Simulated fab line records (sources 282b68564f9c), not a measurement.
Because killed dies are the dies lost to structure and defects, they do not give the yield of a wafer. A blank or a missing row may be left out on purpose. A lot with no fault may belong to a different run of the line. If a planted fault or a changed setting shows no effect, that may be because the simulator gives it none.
fab line records + flow rit-cmos
record:
- lots: 16
- wafers: 48
- last-day: 7
route steps=202 shown NWELL@31
lots with no fault: from the same line, run without faults
start-h: hours from the record's first day to the start of the lot's first wafer shown + wait-h: time in hours since the lot's previous step + " unchanged from the row above + L1.1+2: several wafers, shown together as one row + - either no value or no given start + * or withheld: withheld + < > ~ a bound
route shown NAME@n: names a module that has steps shown in the file, with the first one's number in the route + usual: mean/standard deviation of fault-free wafers + same: alike in all rows + chamber/n: place in a boat + sites: per-site readings + _std_site: their standard deviation + _edge_site: mean of outer sites minus mean of inner sites + radius-mm: how far each site lies from the wafer's centre + mask NAME#n: copy n + behind: the most recent tool/chamber to have shaped the wafer + hold: cause of the lot's hold/its duration in hours/its outcome + device: which transistor (n, p or np) failed to switch + end of line: the same wafers' tests at the end of the route + a step with no rows: only its recipe + killed: count of dies lost to structure and defects at first sort (not the wafer's yield) + map: per-die view of a wafer (x killed, . not killed, _ where there is no die)
set.NAME: the run value of the setting; set.NAME@STEP: its run value at that earlier step + model.NAME: the simulator's own value behind a step, which no gauge read
one table for each step of the route and one row for each wafer, over a sample of lots
services: from which hour (start-h, from the record's first day; less than 0 if before it) a tool's chamber was out of use, for how many hours, and why
== steps ==
step: RIT_NWELL_EXPOSE_03
recipe:
- mask-id: M2
- na: 0.57
- target-cd-nm: 43900
- dose-mj: 250
usual:
- exposure-dose-mJ-cm2: 250.05/0.25
- focus-offset-nm: 0.0/0.5
| lot.wafer | tool             | chamber | start-h | wait-h | mask | exposure-dose-mJ-cm2 | focus-offset-nm |
|-----------|------------------|---------|---------|--------|------|----------------------|-----------------|
| L837.2    | iline-stepper-02 | 0       | 22.16   | 0.2    | M2#0 | 250.31               | 0.0             |
| L837.5    | "                | 0       | "       | "      | M2#0 | 250.52               | -1.1            |
| L837.6    | "                | 0       | "       | "      | M2#0 | 250.57               | 0.2             |
| L839.1    | iline-stepper-02 | 0       | 33.60   | 0.1    | M2#0 | 250.06               | -0.4            |
| L839.3    | "                | 0       | "       | "      | M2#0 | 249.77               | -0.3            |
| L839.6    | "                | 0       | "       | "      | M2#0 | 250.16               | -0.2            |
| L840.3    | iline-stepper-01 | 0       | 35.93   | 0.2    | M2#0 | 250.10               | 0.0             |
| L840.4    | "                | 0       | "       | "      | M2#0 | 250.12               | 0.5             |
| L840.5    | "                | 0       | "       | "      | M2#0 | 250.26               | -0.8            |
| L841.3    | iline-stepper-02 | 0       | 41.51   | 0.2    | M2#0 | 250.28               | 0.9             |
| L841.4    | "                | 0       | "       | "      | M2#0 | 250.24               | 0.5             |
| L841.5    | "                | 0       | "       | "      | M2#0 | 249.98               | 1.0             |
| L842.1    | iline-stepper-02 | 0       | 47.52   | 0.1    | M2#0 | 249.79               | -0.7            |
| L842.2    | "                | 0       | "       | "      | M2#0 | 249.79               | 0.0             |
| L842.3    | "                | 0       | "       | "      | M2#0 | 249.77               | -0.8            |
| L844.3    | iline-stepper-02 | 0       | 56.29   | 0.2    | M2#0 | 250.10               | -0.3            |
| L844.5    | "                | 0       | "       | "      | M2#0 | 249.89               | -0.5            |
| L844.6    | "                | 0       | "       | "      | M2#0 | 249.78               | -0.2            |
| L845.2    | iline-stepper-02 | 0       | 61.82   | 0.1    | M2#0 | 249.74               | 0.5             |
| L845.3    | "                | 0       | "       | "      | M2#0 | 250.00               | 0.0             |
| L845.4    | "                | 0       | "       | "      | M2#0 | 249.75               | -0.1            |
| L846.1    | iline-stepper-02 | 0       | 66.06   | 0.1    | M2#0 | 250.40               | 0.8             |
| L846.5    | "                | 0       | "       | "      | M2#0 | 250.09               | 0.5             |
| L846.6    | "                | 0       | "       | "      | M2#0 | 250.05               | 0.3             |
| L847.3    | iline-stepper-02 | 0       | 72.36   | 0.2    | M2#0 | 250.30               | -0.3            |
| L847.5    | "                | 0       | "       | "      | M2#0 | 250.27               | -0.6            |
| L847.6    | "                | 0       | "       | "      | M2#0 | 250.17               | 0.2             |
| L849.2    | iline-stepper-01 | 0       | 83.53   | 0.1    | M2#0 | 249.90               | -0.4            |
| L849.5    | "                | 0       | "       | "      | M2#0 | 250.40               | -1.0            |
| L849.6    | "                | 0       | "       | "      | M2#0 | 250.14               | -0.3            |
| L850.1    | iline-stepper-02 | 0       | 87.06   | 0.2    | M2#0 | 249.65               | 0.1             |
| L850.3    | "                | 0       | "       | "      | M2#0 | 250.20               | 0.6             |
| L850.6    | "                | 0       | "       | "      | M2#0 | 250.11               | 0.0             |
| L851.2    | iline-stepper-02 | 0       | 91.78   | 0.1    | M2#0 | 249.42               | 0.4             |
| L851.3    | "                | 0       | "       | "      | M2#0 | 249.75               | -0.3            |
| L851.6    | "                | 0       | "       | "      | M2#0 | 250.00               | 0.1             |
| L852.3    | iline-stepper-02 | 0       | 97.37   | 0.1    | M2#0 | 249.99               | -0.3            |
| L852.4    | "                | 0       | "       | "      | M2#0 | 250.07               | -0.3            |
| L852.5    | "                | 0       | "       | "      | M2#0 | 249.92               | 0.1             |
| L853.2    | iline-stepper-02 | 0       | 100.50  | 0.1    | M2#0 | 249.65               | -0.2            |
| L853.4    | "                | 0       | "       | "      | M2#0 | 250.11               | -1.1            |
| L853.6    | "                | 0       | "       | "      | M2#0 | 249.81               | -0.3            |
| L855.2    | iline-stepper-02 | 0       | 113.44  | 0.2    | M2#0 | 250.07               | 0.2             |
| L855.3    | "                | 0       | "       | "      | M2#0 | 249.45               | 0.3             |
| L855.6    | "                | 0       | "       | "      | M2#0 | 249.82               | 0.5             |
| L857.3    | iline-stepper-02 | 0       | 120.93  | 0.2    | M2#0 | 249.96               | -0.3            |
| L857.5    | "                | 0       | "       | "      | M2#0 | 249.85               | 0.1             |
| L857.6    | "                | 0       | "       | "      | M2#0 | 249.64               | -0.5            |
step: RIT_NWELL_OVL_MEAS_06
usual:
- NWELL_OVL: 0.4/1.5
| lot.wafer | tool       | chamber | start-h | wait-h | NWELL_OVL[nm] |
|-----------|------------|---------|---------|--------|---------------|
| L837.2    | overlay-01 | -       | 22.58   | -      | 4.3           |
| L837.5    | "          | -       | "       | "      | 2.4           |
| L837.6    | "          | -       | "       | "      | 1.5           |
| L839.1    | overlay-01 | -       | 34.03   | -      | 2.1           |
| L839.3    | "          | -       | "       | "      | 0.4           |
| L839.6    | "          | -       | "       | "      | -0.4          |
| L840.3    | overlay-02 | -       | 36.33   | -      | -2.0          |
| L840.4    | "          | -       | "       | "      | -1.7          |
| L840.5    | "          | -       | "       | "      | 1.0           |
| L841.3    | overlay-01 | -       | 41.92   | -      | 2.0           |
| L841.4    | "          | -       | "       | "      | 0.2           |
| L841.5    | "          | -       | "       | "      | 1.3           |
| L842.1    | overlay-02 | -       | 47.95   | -      | -0.3          |
| L842.2    | "          | -       | "       | "      | -0.2          |
| L842.3    | "          | -       | "       | "      | -0.6          |
| L844.3    | overlay-02 | -       | 56.69   | -      | 0.9           |
| L844.5    | "          | -       | "       | "      | 1.2           |
| L844.6    | "          | -       | "       | "      | 0.1           |
| L845.2    | overlay-02 | -       | 62.23   | -      | -0.4          |
| L845.3    | "          | -       | "       | "      | 0.9           |
| L845.4    | "          | -       | "       | "      | 0.9           |
| L846.1    | overlay-01 | -       | 66.49   | -      | 3.0           |
| L846.5    | "          | -       | "       | "      | 1.6           |
| L846.6    | "          | -       | "       | "      | -0.3          |
| L847.3    | overlay-01 | -       | 72.76   | -      | 0.6           |
| L847.5    | "          | -       | "       | "      | -0.8          |
| L847.6    | "          | -       | "       | "      | -1.1          |
| L849.2    | overlay-02 | -       | 83.95   | -      | -0.7          |
| L849.5    | "          | -       | "       | "      | 1.3           |
| L849.6    | "          | -       | "       | "      | -2.0          |
| L850.1    | overlay-01 | -       | 87.64   | -      | -0.2          |
| L850.3    | "          | -       | "       | "      | -0.1          |
| L850.6    | "          | -       | "       | "      | -0.5          |
| L851.2    | overlay-01 | -       | 92.19   | -      | 2.5           |
| L851.3    | "          | -       | "       | "      | 3.1           |
| L851.6    | "          | -       | "       | "      | 2.4           |
| L852.3    | overlay-02 | -       | 97.77   | -      | -148.5        |
| L852.4    | "          | -       | "       | "      | -148.5        |
| L852.5    | "          | -       | "       | "      | -148.2        |
| L853.2    | overlay-02 | -       | 100.95  | -      | -149.5        |
| L853.4    | "          | -       | "       | "      | -150.6        |
| L853.6    | "          | -       | "       | "      | -147.6        |
| L855.2    | overlay-01 | -       | 113.86  | -      | -147.8        |
| L855.3    | "          | -       | "       | "      | -146.2        |
| L855.6    | "          | -       | "       | "      | -148.9        |
| L857.3    | overlay-01 | -       | 121.33  | -      | -147.7        |
| L857.5    | "          | -       | "       | "      | -147.3        |
| L857.6    | "          | -       | "       | "      | -146.6        |
== services ==
| tool             | chamber | start-h | hours | kind        |
|------------------|---------|---------|-------|-------------|
| iline-stepper-02 | 0       | 19.66   | -     | calibration |
| iline-stepper-01 | 0       | 81.80   | -     | calibration |
== key ==
first-sign:
- step: RIT_NWELL_OVL_MEAS_06
- reading: NWELL_OVL
- direction: down
- sigmas: 99+
- usual: 0.4
- struck: -148.1
effect none on later readings
met-at RIT_NWELL_EXPOSE_03
struck-lots L852,L853,L855,L857
tester-left-out L852,L853,L855,L857
onset-between 91.78 97.37
also-fits time
fault:
- kind: scanner-matching-overlay
- tool: iline-stepper-02
- chamber: -
- onset-h: 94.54
- steps: RIT_NWELL_EXPOSE_03
- offset: -150
tester-left-out: of these lots the tester's yield and bins aren't shown, on N5 and GAA mostly nor the transistor test; their killed dies are dies lost to structure and defects alone, not to doping, threshold or leakage, so they don't give the yield
